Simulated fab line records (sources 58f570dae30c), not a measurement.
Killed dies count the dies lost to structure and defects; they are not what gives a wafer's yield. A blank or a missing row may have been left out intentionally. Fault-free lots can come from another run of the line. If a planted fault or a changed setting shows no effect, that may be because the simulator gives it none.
fab line records	flow berkeley-cmos170
record: lots: 6	wafers: 18	last-day: 12
route steps=331 shown PSD@183 NSD@187 BACKSIDE@199 SDANNEAL@204
lots with no fault: from the same line, run without faults
start-h: start of the lot's first displayed wafer, in hours after the record's first day	wait-h: hours from the lot's prior step to this one	" as in the row above	L1.1+2: several wafers, shown together as one row	- no value present, or no start provided	* or withheld: withheld	< > ~ a bound
route shown NAME@n: NAME is a module with steps in the file, n the number in the route of the first one	usual: mean and standard deviation over wafers with no fault	same: alike in all rows	chamber/n: place in a boat	sites: the reading at each site	_std_site: how widely they spread, as a standard deviation	_edge_site: the outer-site mean with the inner-site mean subtracted	radius-mm: how far each site lies from the wafer's centre	mask NAME#n: copy n	behind: the last tool/chamber to shape the wafer	hold: the reason the lot was held/the length of the hold in hours/how it ended	device: the n, p or np transistor that did not switch	end of line: tests run on the same wafers once the route is complete	for a step that has no rows: nothing shown but its recipe	killed: dies that structure and defects cost at the first sort, which is not the same as the wafer's yield	map: dies across one wafer; x = killed, . = not, _ = none there
set.NAME: the run value of the setting; set.NAME@STEP: its run value at that earlier step	model.NAME: the simulator's own value behind a step, which no gauge read
lots at selected steps of the route; one table per step, one row per wafer
services: the hour from which a tool's chamber was out of use, counted from the record's first day as start-h (under 0 if before that day), plus the number of hours and why
== steps ==
step: UCB170_PSD_IMPLANT_08
recipe: species: B	dose-cm2: 3e+15	energy-kev: 20	tilt-deg: 7
step: UCB170_PSD_STRIP_09
recipe: chemistry: O2	power-w: 400	pressure-mtorr: 3500	platen-temp-c: withheld	o2-flow-sccm: 400	overash-fraction: 0.5
usual: drypump-motor-current-A: 5.6/0.42	o2-flow-sccm: 400.1/1.3	oes-product-au: 0.600/0.0049	strip-time-to-endpoint-s: 29.37/0.074
lot.wafer	tool	chamber	start-h	wait-h	drypump-motor-current-A	o2-flow-sccm	oes-product-au	rf-hours-counter-h	strip-time-to-endpoint-s
L470.2	plasma-asher-04	0	184.95	0.1	5.4	400.2	0.598	43	29.42
L470.3	"	0	"	"	5.3	399.6	0.600	-	29.47
L470.5	"	1	"	"	5.5	400.2	0.594	-	29.42
L472.2	plasma-asher-02	0	184.99	0.1	6.5	400.5	0.606	54	29.40
L472.4	"	0	"	"	6.5	399.7	0.603	-	29.41
L472.5	"	1	"	"	5.7	401.8	0.599	-	29.32
L482.1	plasma-asher-02	1	237.20	0.1	5.8	399.6	0.594	60	29.33
L482.4	"	1	"	"	5.8	400.8	0.602	-	29.39
L482.5	"	1	"	"	5.8	399.5	0.607	-	29.41
L481.1	plasma-asher-04	1	237.48	0.1	5.4	401.8	0.599	49	29.46
L481.4	"	0	"	"	5.4	400.0	0.595	-	29.32
L481.5	"	1	"	"	5.5	401.7	0.593	-	29.39
L483.1	plasma-asher-02	1	244.78	0.1	5.8	399.8	0.598	61	29.43
L483.4	"	0	"	"	6.5	400.8	0.609	-	29.49
L483.5	"	1	"	"	5.8	399.9	0.606	-	29.50
L485.1	plasma-asher-04	0	259.89	0.1	5.4	397.7	0.599	50	29.41
L485.2	"	1	"	"	5.5	399.5	0.603	50	29.42
L485.6	"	1	"	"	5.5	399.4	0.608	-	29.29
step: UCB170_PSD_TW_MEAS_10
usual: PSD_TW: 2322/14
lot.wafer	tool	chamber	start-h	wait-h	PSD_TW
L470.2	film-metro-04	-	185.06	0.1	2332
L470.3	"	-	"	"	2330
L470.5	"	-	"	"	2326
L472.2	film-metro-01	-	185.10	0.1	2313
L472.4	"	-	"	"	2338
L472.5	"	-	"	"	2337
L482.1	film-metro-04	-	237.30	0.1	2313
L482.4	"	-	"	"	2295
L482.5	"	-	"	"	2312
L481.1	film-metro-01	-	237.58	0.1	2331
L481.4	"	-	"	"	2308
L481.5	"	-	"	"	2322
L483.1	film-metro-01	-	244.88	0.1	2323
L483.4	"	-	"	"	2316
L483.5	"	-	"	"	2333
L485.1	film-metro-04	-	259.99	0.1	2331
L485.2	"	-	"	"	2320
L485.6	"	-	"	"	2316
step: UCB170_PSD_CLEAN_11
recipe: chemistry: SPM	temp-c: 120	time-s: 600
step: UCB170_NSD_HMDS_00
recipe: prime-time-s: 60	prime-temp-c: 100
step: UCB170_NSD_COAT_01
recipe: resist: KrF	spin-rpm: 1500	resist-thk-nm: 900
step: UCB170_NSD_SOFTBAKE_02
recipe: resist: KrF	temp-c: 130	time-s: 60
step: UCB170_NSD_EXPOSE_03
recipe: mask-id: NSELECT_MOD	na: 0.5	sigma-outer: 0.6	source-shape: conventional	target-cd-nm: 1200	dose-mj: 30
step: UCB170_NSD_PEB_04
recipe: peb-temp-c: 130	peb-time-s: withheld	resist: KrF
step: UCB170_NSD_DEVELOP_05
recipe: developer: TMAH	develop-time-s: 45	resist: KrF	dev-temp-c: 21
step: UCB170_NSD_CD_MEAS_06
recipe: target-cd-nm: 1200
usual: cd-nm: 1200.3/1.5
lot.wafer	tool	chamber	start-h	wait-h	cd-nm
L470.2	cd-sem-02	-	186.42	-	1198.2
L470.3	"	-	"	"	1199.4
L470.5	"	-	"	"	1198.8
L472.2	cd-sem-02	-	186.66	-	1202.7
L472.4	"	-	"	"	1203.7
L472.5	"	-	"	"	1203.2
L482.1	cd-sem-02	-	238.92	-	1201.8
L482.4	"	-	"	"	1200.3
L482.5	"	-	"	"	1199.2
L481.1	cd-sem-02	-	239.05	-	1200.6
L481.4	"	-	"	"	1198.5
L481.5	"	-	"	"	1198.4
L483.1	cd-sem-02	-	248.77	-	1199.1
L483.4	"	-	"	"	1199.0
L483.5	"	-	"	"	1197.9
L485.1	cd-sem-02	-	262.58	-	1198.4
L485.2	"	-	"	"	1197.9
L485.6	"	-	"	"	1199.3
step: UCB170_NSD_OVL_MEAS_07
usual: NSD_OVL: -1/6.1
lot.wafer	tool	chamber	start-h	wait-h	NSD_OVL[nm]
L470.2	overlay-02	-	186.53	0.1	7
L470.3	"	-	"	"	-1
L470.5	"	-	"	"	5
L472.2	overlay-02	-	186.76	0.1	-8
L472.4	"	-	"	"	-11
L472.5	"	-	"	"	-9
L482.1	overlay-01	-	239.04	0.1	-6
L482.4	"	-	"	"	-1
L482.5	"	-	"	"	-5
L481.1	overlay-02	-	239.17	0.1	-6
L481.4	"	-	"	"	-4
L481.5	"	-	"	"	-3
L483.1	overlay-01	-	248.89	0.1	-3
L483.4	"	-	"	"	-8
L483.5	"	-	"	"	4
L485.1	overlay-02	-	262.70	0.1	-11
L485.2	"	-	"	"	4
L485.6	"	-	"	"	-3
step: UCB170_NSD_IMPLANT_08
recipe: species: P	dose-cm2: 3e+15	energy-kev: 40	tilt-deg: 7
usual: beam-energy-keV: 40.000/0.011	beam-on-s: 9.99/0.19
lot.wafer	tool	chamber	start-h	wait-h	beam-energy-keV	beam-on-s
L470.2	implanter-04	0	186.59	0.0	40.000	10.01
L470.3	"	0	"	"	39.994	9.84
L470.5	"	0	"	"	39.997	9.69
L472.2	implanter-02	0	186.82	0.0	40.003	9.87
L472.4	"	0	"	"	39.993	10.02
L472.5	"	0	"	"	39.981	10.25
L482.1	implanter-02	-	239.08	0.0	-	-
L482.4	"	-	"	"	-	-
L482.5	"	-	"	"	-	-
L481.1	implanter-04	-	239.20	0.0	-	-
L481.4	"	-	"	"	-	-
L481.5	"	-	"	"	-	-
L483.1	implanter-02	0	248.92	0.0	39.995	9.98
L483.4	"	0	"	"	40.005	10.36
L483.5	"	0	"	"	39.992	10.29
L485.1	implanter-02	0	262.73	0.0	39.994	10.03
L485.2	"	0	"	"	39.998	9.88
L485.6	"	0	"	"	40.006	9.91
step: UCB170_NSD_STRIP_09
recipe: chemistry: O2	power-w: 400	pressure-mtorr: 3500	platen-temp-c: withheld	o2-flow-sccm: 400	overash-fraction: 0.5
usual: drypump-motor-current-A: 5.43/0.15	o2-flow-sccm: 400.0/1.4	oes-product-au: 0.534/0.0051	strip-time-to-endpoint-s: 35.79/0.082
lot.wafer	tool	chamber	start-h	wait-h	drypump-motor-current-A	o2-flow-sccm	oes-product-au	rf-hours-counter-h	strip-time-to-endpoint-s
L470.2	plasma-asher-03	1	186.71	0.1	5.54	399.1	0.530	42	35.78
L470.3	"	0	"	"	5.62	401.0	0.535	-	35.77
L470.5	"	1	"	"	5.54	400.4	0.523	-	35.75
L472.2	plasma-asher-04	1	186.94	0.1	5.49	399.9	0.536	43	35.66
L472.4	"	0	"	"	5.35	400.6	0.537	-	35.59
L472.5	"	1	"	"	5.48	401.3	0.537	-	35.61
L482.1	plasma-asher-03	1	239.23	0.1	5.51	400.8	0.736	47	21.54
L482.4	"	0	"	"	5.63	399.2	0.741	-	21.59
L482.5	"	1	"	"	5.53	400.0	0.726	-	21.57
L481.1	plasma-asher-01	1	239.35	0.1	5.20	398.8	0.732	12	21.69
L481.4	"	0	"	"	5.51	398.5	0.730	-	21.69
L481.5	"	0	"	"	5.49	400.5	0.738	-	21.72
L483.1	plasma-asher-01	1	249.07	0.1	5.21	400.2	0.530	13	35.71
L483.4	"	1	"	"	5.22	399.5	0.536	-	35.73
L483.5	"	1	"	"	5.22	401.0	0.532	-	35.75
L485.1	plasma-asher-01	1	262.88	0.1	5.19	400.0	0.532	14	35.86
L485.2	"	0	"	"	5.41	399.6	0.533	14	35.83
L485.6	"	1	"	"	5.19	397.4	0.540	-	35.89
step: UCB170_NSD_TW_MEAS_10
usual: NSD_TW: 4178/23
lot.wafer	tool	chamber	start-h	wait-h	NSD_TW
L470.2	film-metro-04	-	186.82	0.1	4200
L470.3	"	-	"	"	4171
L470.5	"	-	"	"	4163
L472.2	film-metro-01	-	187.05	0.1	4175
L472.4	"	-	"	"	4182
L472.5	"	-	"	"	4188
L482.1	film-metro-01	-	239.33	0.1	30
L482.4	"	-	"	"	30
L482.5	"	-	"	"	30
L481.1	film-metro-04	-	239.45	0.1	30
L481.4	"	-	"	"	30
L481.5	"	-	"	"	30
L483.1	film-metro-03	-	249.17	0.1	4209
L483.4	"	-	"	"	4203
L483.5	"	-	"	"	4232
L485.1	film-metro-03	-	262.98	0.1	4230
L485.2	"	-	"	"	4218
L485.6	"	-	"	"	4201
step: UCB170_NSD_CLEAN_11
recipe: chemistry: SPM	temp-c: 120	time-s: 600
step: UCB170_BACKSIDE_HMDS_00
recipe: prime-time-s: 60	prime-temp-c: 100
step: UCB170_BACKSIDE_COAT_01
recipe: resist: KrF	spin-rpm: 1500	resist-thk-nm: 900
step: UCB170_BACKSIDE_SOFTBAKE_02
recipe: resist: KrF	temp-c: 130	time-s: 60
step: UCB170_BACKSIDE_STRIP_03
recipe: chemistry: O2	power-w: 400	pressure-mtorr: 3500	platen-temp-c: withheld	o2-flow-sccm: 400	overash-fraction: 0.5
usual: drypump-motor-current-A: 5.7/0.42	o2-flow-sccm: 400.1/1.1	oes-product-au: 0.734/0.0046	strip-time-to-endpoint-s: 21.96/0.066
lot.wafer	tool	chamber	start-h	wait-h	drypump-motor-current-A	o2-flow-sccm	oes-product-au	rf-hours-counter-h	strip-time-to-endpoint-s
L470.2	plasma-asher-03	1	187.54	0.1	5.5	399.5	0.732	42	21.93
L470.3	"	1	"	"	5.5	398.8	0.736	-	22.00
L470.5	"	1	"	"	5.5	399.3	0.747	-	22.03
L472.2	plasma-asher-02	0	187.89	0.1	6.5	400.4	0.731	55	21.98
L472.4	"	1	"	"	5.8	398.8	0.738	-	21.91
L472.5	"	1	"	"	5.8	397.8	0.737	-	21.94
L482.1	plasma-asher-01	1	240.22	0.1	5.2	399.4	0.735	12	21.97
L482.4	"	0	"	"	5.5	400.7	0.732	-	22.02
L482.5	"	1	"	"	5.2	401.0	0.735	-	22.04
L481.1	plasma-asher-03	0	240.39	0.1	5.6	400.8	0.729	48	21.92
L481.4	"	1	"	"	5.5	400.7	0.732	-	21.81
L481.5	"	1	"	"	5.5	400.7	0.740	-	21.88
L483.1	plasma-asher-02	1	250.05	0.1	5.8	399.1	0.733	62	22.05
L483.4	"	0	"	"	6.5	399.8	0.726	-	22.03
L483.5	"	0	"	"	6.5	400.1	0.737	-	22.07
L485.1	plasma-asher-02	1	263.70	0.1	5.7	399.6	0.740	63	22.01
L485.2	"	0	"	"	6.5	399.2	0.737	63	22.09
L485.6	"	0	"	"	6.5	398.5	0.730	-	22.06
step: UCB170_BACKSIDE_CLEAN_04
recipe: chemistry: SPM	temp-c: 120	time-s: 600
step: UCB170_SDANNEAL_RTA_00
recipe: temp-c: 900	time-s: 10	ambient: N2
usual: lamp-power-pct: 25.89/0.043	wafer_temp_C_max: 903.9/1
same: time-s: 10
lot.wafer	tool	chamber	start-h	wait-h	lamp-power-pct	wafer_temp_C_max
L470.2	rtp-anneal-01	0	187.97	0.0	25.90	902.7
L470.3	"	0	"	"	25.98	902.9
L470.5	"	0	"	"	25.92	904.9
L472.2	rtp-anneal-02	0	188.17	0.0	25.83	904.6
L472.4	"	0	"	"	25.85	906.0
L472.5	"	0	"	"	25.88	904.2
L481.1	rtp-anneal-01	0	240.66	0.0	25.93	903.4
L481.4	"	0	"	"	25.95	903.5
L481.5	"	0	"	"	25.94	902.4
L482.1	rtp-anneal-02	0	240.70	0.0	25.88	904.1
L482.4	"	0	"	"	25.88	903.7
L482.5	"	0	"	"	25.87	904.4
L483.1	rtp-anneal-01	0	250.41	0.0	25.92	902.8
L483.4	"	0	"	"	25.90	903.6
L483.5	"	0	"	"	25.98	902.9
L485.1	rtp-anneal-02	0	264.05	0.0	25.83	904.6
L485.2	"	0	"	"	25.83	904.5
L485.6	"	0	"	"	25.85	903.1
step: UCB170_SDANNEAL_RTA_01
recipe: temp-c: 1050	time-s: 5	ambient: N2
usual: lamp-power-pct: 39.98/0.068	wafer_temp_C_max: 1054.5/1.2
same: time-s: 5
lot.wafer	tool	chamber	start-h	wait-h	lamp-power-pct	wafer_temp_C_max
L470.2	rtp-anneal-01	0	188.04	0.1	40.10	1054.7
L470.3	"	0	"	"	40.09	1054.3
L470.5	"	0	"	"	40.13	1053.3
L472.2	rtp-anneal-02	0	188.24	0.1	39.93	1055.6
L472.4	"	0	"	"	39.95	1057.0
L472.5	"	0	"	"	39.92	1055.4
L481.1	rtp-anneal-01	0	240.73	0.1	40.04	1052.7
L481.4	"	0	"	"	40.02	1053.3
L481.5	"	0	"	"	40.05	1052.8
L482.1	rtp-anneal-02	0	240.77	0.1	39.91	1056.6
L482.4	"	0	"	"	39.94	1055.3
L482.5	"	0	"	"	39.96	1054.8
L483.1	rtp-anneal-01	0	250.48	0.1	40.05	1053.8
L483.4	"	0	"	"	40.04	1053.3
L483.5	"	0	"	"	40.10	1053.0
L485.1	rtp-anneal-02	0	264.12	0.1	39.92	1055.7
L485.2	"	0	"	"	39.90	1055.1
L485.6	"	0	"	"	39.89	1056.0
step: UCB170_SDANNEAL_RS_MEAS_02
recipe: thk-meas-gauge: four-point-probe
usual: PSD_RS: 75.52/0.3
lot.wafer	tool	chamber	start-h	wait-h	PSD_RS[ohm/sq]
L470.2	film-metro-03	-	188.11	0.1	75.63
L470.3	"	-	"	"	75.66
L470.5	"	-	"	"	75.45
L472.2	film-metro-01	-	188.31	0.1	75.08
L472.4	"	-	"	"	75.10
L472.5	"	-	"	"	75.59
L481.1	film-metro-04	-	240.79	0.0	75.31
L481.4	"	-	"	"	75.53
L481.5	"	-	"	"	75.36
L482.1	film-metro-01	-	240.83	0.0	76.01
L482.4	"	-	"	"	75.76
L482.5	"	-	"	"	75.56
L483.1	film-metro-04	-	250.54	0.0	75.00
L483.4	"	-	"	"	75.10
L483.5	"	-	"	"	74.84
L485.1	film-metro-04	-	264.18	0.0	75.58
L485.2	"	-	"	"	75.52
L485.6	"	-	"	"	75.26
step: UCB170_SDANNEAL_RS_MEAS_03
recipe: thk-meas-gauge: four-point-probe
usual: NSD_RS: 37.27/0.09
lot.wafer	tool	chamber	start-h	wait-h	NSD_RS[ohm/sq]
L470.2	film-metro-03	-	188.23	0.1	37.26
L470.3	"	-	"	"	37.22
L470.5	"	-	"	"	37.17
L472.2	film-metro-01	-	188.43	0.1	37.45
L472.4	"	-	"	"	37.48
L472.5	"	-	"	"	37.40
L481.1	film-metro-04	-	240.91	0.1	132.67
L481.4	"	-	"	"	133.00
L481.5	"	-	"	"	132.84
L482.1	film-metro-01	-	240.95	0.1	133.23
L482.4	"	-	"	"	132.97
L482.5	"	-	"	"	133.42
L483.1	film-metro-04	-	250.66	0.1	37.23
L483.4	"	-	"	"	37.26
L483.5	"	-	"	"	37.24
L485.1	film-metro-04	-	264.30	0.1	37.22
L485.2	"	-	"	"	37.22
L485.6	"	-	"	"	37.24
== services ==
tool	chamber	start-h	hours	kind
plasma-asher-01	-	182.52	1.3	repair
rtp-anneal-01	-	197.35	3.0	pm
implanter-04	-	233.77	2.5	repair
plasma-asher-04	-	246.77	4.5	repair
== key ==
first-sign: step: UCB170_NSD_IMPLANT_08	reading: tool-record	direction: missing
effect: step: UCB170_NSD_STRIP_09	reading: strip-time-to-endpoint-s	direction: down	sigmas: 99+	usual: *	struck: *
effect: step: UCB170_NSD_TW_MEAS_10	reading: NSD_TW	direction: down	sigmas: 99+	usual: 4178	struck: 30
effect: step: UCB170_SDANNEAL_RS_MEAS_03	reading: NSD_RS	direction: up	sigmas: 99+	usual: 37.27	struck: 133.02
met-at UCB170_NSD_IMPLANT_08
struck-wafers L481.1,L481.4,L481.5,L482.1,L482.4,L482.5
later-rows-left-out L481.1,L481.4,L481.5,L482.1,L482.4,L482.5
sort-left-out L481.1,L481.4,L481.5,L482.1,L482.4,L482.5
tester-left-out L481,L482
onset-between 186.82 239.08
fault: kind: skipped-step-whole	tool: implanter-02,implanter-04	chamber: -	onset-h: 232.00	steps: UCB170_NSD_IMPLANT_08	scope: struck-lots-only
tester-left-out: of these lots the tester's yield and bins aren't shown, on N5 and GAA mostly nor the transistor test; their killed dies are dies lost to structure and defects alone, not to doping, threshold or leakage, so they don't give the yield
sort-left-out: the simulated sort isn't trusted on such a fault, so these wafers' sort isn't shown, and their yield isn't known
later-rows-left-out: the simulator's readings of these wafers behind a module that went badly wrong aren't trusted and aren't shown, but for the sort
